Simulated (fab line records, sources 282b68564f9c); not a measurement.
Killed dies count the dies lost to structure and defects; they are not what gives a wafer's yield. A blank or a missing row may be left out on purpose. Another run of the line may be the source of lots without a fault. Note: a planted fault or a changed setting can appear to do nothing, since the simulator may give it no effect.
Comparing a struck lot with a sound one -- flow rit_cmos -- 14 steps out of a route of 202
Sound: wafers L262.1, L262.2, L262.4. Struck: wafers L279.2, L279.5, L279.6. The cause is named last.
Per side, at each step with rows, come the tool, then ch with its chambers, and then its first start. Under that, the readings that differ: sound wafers -- struck wafers -- difference of the means -- sigmas: that difference in standard deviations of wafers without a fault.
alike: readings whose means differ by less than 2 such deviations, and words and numbers that are the same on both sides. not compared: withheld readings, readings that some wafer has no value for, bounds like >300 that may hide the same value, and numbers for which the record gives no deviation and whose values overlap.
The two part at a step that has a row with sigmas, a row that says differs or no value, or rows on one side only. Numbers that don't overlap but have no deviation are shown without sigmas and don't part them. A reading missing from all wafers of one side parts the sides only when that side holds two or more wafers.

first, 4 steps without rows for these wafers: RIT_ACTIVE_SOFTBAKE_07 (time 60 s); RIT_ACTIVE_EXPOSE_08 (exposes mask M1, target cd 1400 nm); RIT_ACTIVE_PEB_09; RIT_ACTIVE_DEVELOP_10 (develop time 50 s).
RIT_ACTIVE_CD_MEAS_11 targets a cd of 1400 nm.
  struck on cd_sem-02, day 5 08:28; sound on cd_sem-01, day 1 19:26
  alike: cd_nm
then, 1 step without rows for these wafers: RIT_ACTIVE_HARDBAKE_12 (time 60 s).
RIT_ACTIVE_ETCH_13: etches Si3N4 in SF6, stops on SiO2, time 210 s, target depth 210 nm.
  sound on rie_diel-01 ch 0,2,3, day 1 19:43; struck on rie_diel-01 ch 1,2,3, day 5 08:43
  alike: drypump_motor_current_A, oes_product_au, throttle_valve_pct
  not compared: rf_hours_counter_h
RIT_ACTIVE_STRIP_14: strips in O2, time 180 s.
  sound on plasma_asher-02 ch 0,1, day 1 19:50; struck on plasma_asher-01 ch 0,1, day 5 08:50
  alike: drypump_motor_current_A
  not compared: rf_hours_counter_h
RIT_ACTIVE_CD_MEAS_90 targets a cd of 1400 nm.
  struck on cd_sem-01, day 5 09:02; sound on cd_sem-01, day 1 20:01
  alike: cd_nm
then, 3 steps without rows for these wafers: RIT_ACTIVE_CLEAN_15 (cleans in SC1, time 600 s); RIT_ACTIVE_CLEAN_16 (cleans in dHF, time 30 s); RIT_ACTIVE_CLEAN_17 (cleans in SC2, time 600 s).
RIT_FOX1_OXIDATION_00: target thk 350.7 nm, ox time 1130 s.
  struck on furnace-01, day 5 09:31; sound on furnace-01 ch 0, day 1 20:30
  no value came back on the struck wafers for ox_temp_c (C), ox_temp_c_max; on the sound wafers ox_temp_c (C) reads 1100.3 1099.6 1099.9
reading,sound,struck,difference,sigmas
model.Si3N4_of_ACTIVE_CVD_03.thk_nm (nm),140.3 140.4 140.3,147.6 146.2 147.5,+6.8,
RIT_FOX1_WET_ETCH_02: etches SiO2 in BOE, target depth 350 nm, time 390 s.
  sound on wet_bench-02 ch 0, day 1 21:53; struck on wet_bench-04 ch 2, day 5 10:53
reading,sound,struck,difference,sigmas
model.Si3N4_of_ACTIVE_CVD_03.thk_nm (nm),135.5 135.6 135.4,142.8 141.4 142.8,+6.8,

WHERE THEY PART
Only at RIT_FOX1_OXIDATION_00, as far as this record shows.

WHY: the cause the simulator had injected
Skipped step whole: furnace-01, from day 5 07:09 on, at RIT_FOX1_OXIDATION_00. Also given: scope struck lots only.
